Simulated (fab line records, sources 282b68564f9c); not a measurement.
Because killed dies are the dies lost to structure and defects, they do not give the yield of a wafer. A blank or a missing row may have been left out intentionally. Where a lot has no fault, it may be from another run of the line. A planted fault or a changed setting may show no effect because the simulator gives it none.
A lot that was struck, set against a sound lot / flow rit-cmos / 15 steps out of a route of 202
Sound: the wafers L142.3, L142.4, L142.5. The struck wafers were L138.1, L138.3, L138.6. The cause is given at the end.
Per side, at each step with rows, come the tool, then ch with its chambers, and then its first start. Under that, the readings that differ: sound wafers / struck wafers / difference of the means / sigmas: that difference in standard deviations of wafers without a fault.
alike: words and numbers the same on both sides, and readings whose means are apart by under 2 such deviations; not compared: readings that were withheld, readings missing a value for some wafer, numbers with overlapping values and no deviation given by the record, and bounds like >300 which may hide the same value.
A row with sigmas, a row that says differs or no value, or rows on one side alone: a step with any of these is where the two part. Numbers that don't overlap but have no deviation are shown without sigmas and don't part them. Lack of a reading on every wafer of one side parts them only where that side has two or more wafers.

first, 3 steps without rows for these wafers: RIT_ACTIVE_CLEAN_16 (cleans in dHF, time 30 s); RIT_ACTIVE_CLEAN_17 (cleans in SC2, time 600 s); RIT_FOX1_OXIDATION_00 (target thk 350.7 nm, ox time 1130 s).
RIT_FOX1_THK_MEAS_01:
  struck on film-metro-02, day 4 10:31; sound on film-metro-03, day 5 05:59
  alike: FOX1_OXIDE_THK
then, 2 steps without rows for these wafers: RIT_FOX1_WET_ETCH_02 (etches SiO2 in BOE, target depth 350 nm, time 390 s); RIT_FOX2_OXIDATION_00 (target thk 350.7 nm, ox time 1130 s).
RIT_FOX2_THK_MEAS_01:
  struck on film-metro-02, day 4 12:01; sound on film-metro-02, day 5 08:51
  alike: FOX2_OXIDE_THK
then, 2 steps without rows for these wafers: RIT_FOX2_CLEAN_02 (cleans in dHF, time 180 s); RIT_FOX2_WET_ETCH_03 (etches Si3N4 in H3PO4, target depth 195 nm, time 2700 s).
RIT_FOX2_THK_MEAS_90:
  struck on film-metro-04, day 4 12:54; sound on film-metro-04, day 5 09:44
  alike: FIELD_OXIDE_LEFT_1_THK
then, 2 steps without rows for these wafers: RIT_NWELL_HMDS_00 (prime time 60 s); RIT_NWELL_COAT_01 (resist thk 1300 nm).
RIT_NWELL_SOFTBAKE_02: time 60 s.
  sound on litho-track-04 ch 0, day 5 10:07; struck on litho-track-02 ch 0, day 4 13:16
reading=heater-power-total-W (W); sound=34.57 34.59 34.62; struck=35.86 35.97 35.93; difference=+1.33; sigmas=+27
reading=run-length-s (s); sound=89.12 89.06 89.10; struck=82.29 82.17 82.39; difference=-6.81; sigmas=-40
then, 1 step without rows for these wafers: RIT_NWELL_EXPOSE_03 (exposes mask M2, target cd 43900 nm).
RIT_M1_PROBE_99:
  struck on prober-02, day 6 04:38; sound on prober-02, day 6 23:44
reading=killed-at-front-end; sound=3 4 3; struck=8 13 8; difference=+6; sigmas=+2
  alike: killed_at_M0_to_M3, killed-at-contacts, killed-dies, killed-open, killed-short

WHERE THEY PART
Earliest at RIT_NWELL_SOFTBAKE_02; latest, in this record, at RIT_M1_PROBE_99.

WHY: the cause the simulator had injected
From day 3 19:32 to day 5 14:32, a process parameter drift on litho-track-02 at RIT_NWELL_SOFTBAKE_02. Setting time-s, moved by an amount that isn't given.
